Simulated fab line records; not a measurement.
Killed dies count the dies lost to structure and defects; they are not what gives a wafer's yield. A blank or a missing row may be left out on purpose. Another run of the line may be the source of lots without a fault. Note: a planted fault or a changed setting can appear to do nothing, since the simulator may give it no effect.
One fault seen from 2 desks / flow rit-cmos / what lay behind the numbers comes last; until then each desk has only its own

METROLOGY DESK
Lot by lot, what the gauges showed, no matter which tool ran the lot: averages of those sampled wafers that carry a number. Any lot whose mean is over 4 standard deviations away from the usual mean is out of limits and marked OUT; that distance is given in the brackets.
Columns: A = ACTIVE_OXIDE_THK at RIT_ACTIVE_THK_MEAS_02, usual 51.3 nm; B = NSD_RS at RIT_SDANNEAL_RS_MEAS_05, usual 83.5 ohm/sq
lot=L919; first seen here=day 1 12:03; A=51.8; B=82.9
lot=L920; first seen here=day 1 18:13; A=50.4; B=83.3
lot=L921; first seen here=day 1 22:04; A=50.9; B=83.6
lot=L922; first seen here=day 2 03:04; A=51.8; B=83.2
lot=L923; first seen here=day 2 09:31; A=51.3; B=84.0
lot=L930; first seen here=day 3 19:03; A=51.8; B=83.7
lot=L931; first seen here=day 4 00:05; A=51.5; B=83.8
lot=L937; first seen here=day 5 07:55; A=51.0; B=83.7
lot=L939; first seen here=day 5 16:19; A=50.2; B=83.2
lot=L940; first seen here=day 5 22:16; A=51.0; B=83.5
lot=L941; first seen here=day 6 02:55; A=51.8; B=83.2
Result from this desk: across the 11 lots, nothing is out of limits.

FOR THE TOOL OWNER'S DESK: plasma-asher-03
The tool's own readings at RIT_NRETRO_STRIP_09 (strips in O2, time 180 s): means of the sampled wafers that have a number, for each lot that ran on this tool. Any lot whose mean is over 4 standard deviations away from the usual mean is out of limits and marked OUT; that distance is given in the brackets.
Columns: A = drypump-motor-current-A at RIT_NRETRO_STRIP_09, usual 5.9 A; B = rf-refl-power-W at RIT_NRETRO_STRIP_09, usual 6.0 W
lot=L922; first seen here=day 2 22:22; A=6.2; B=6.8
lot=L930; first seen here=day 4 15:50; A=6.1; B=6.9
lot=L931; first seen here=day 5 04:29; A=6.1; B=6.9
Result from this desk: across the 3 lots, nothing is out of limits.

PUT TOGETHER
From the metrology desk's view, nothing was out of limits.
Nothing out of limits was seen by the tool owner's desk.

WHAT HAD BEEN PUT IN BY THE SIMULATOR
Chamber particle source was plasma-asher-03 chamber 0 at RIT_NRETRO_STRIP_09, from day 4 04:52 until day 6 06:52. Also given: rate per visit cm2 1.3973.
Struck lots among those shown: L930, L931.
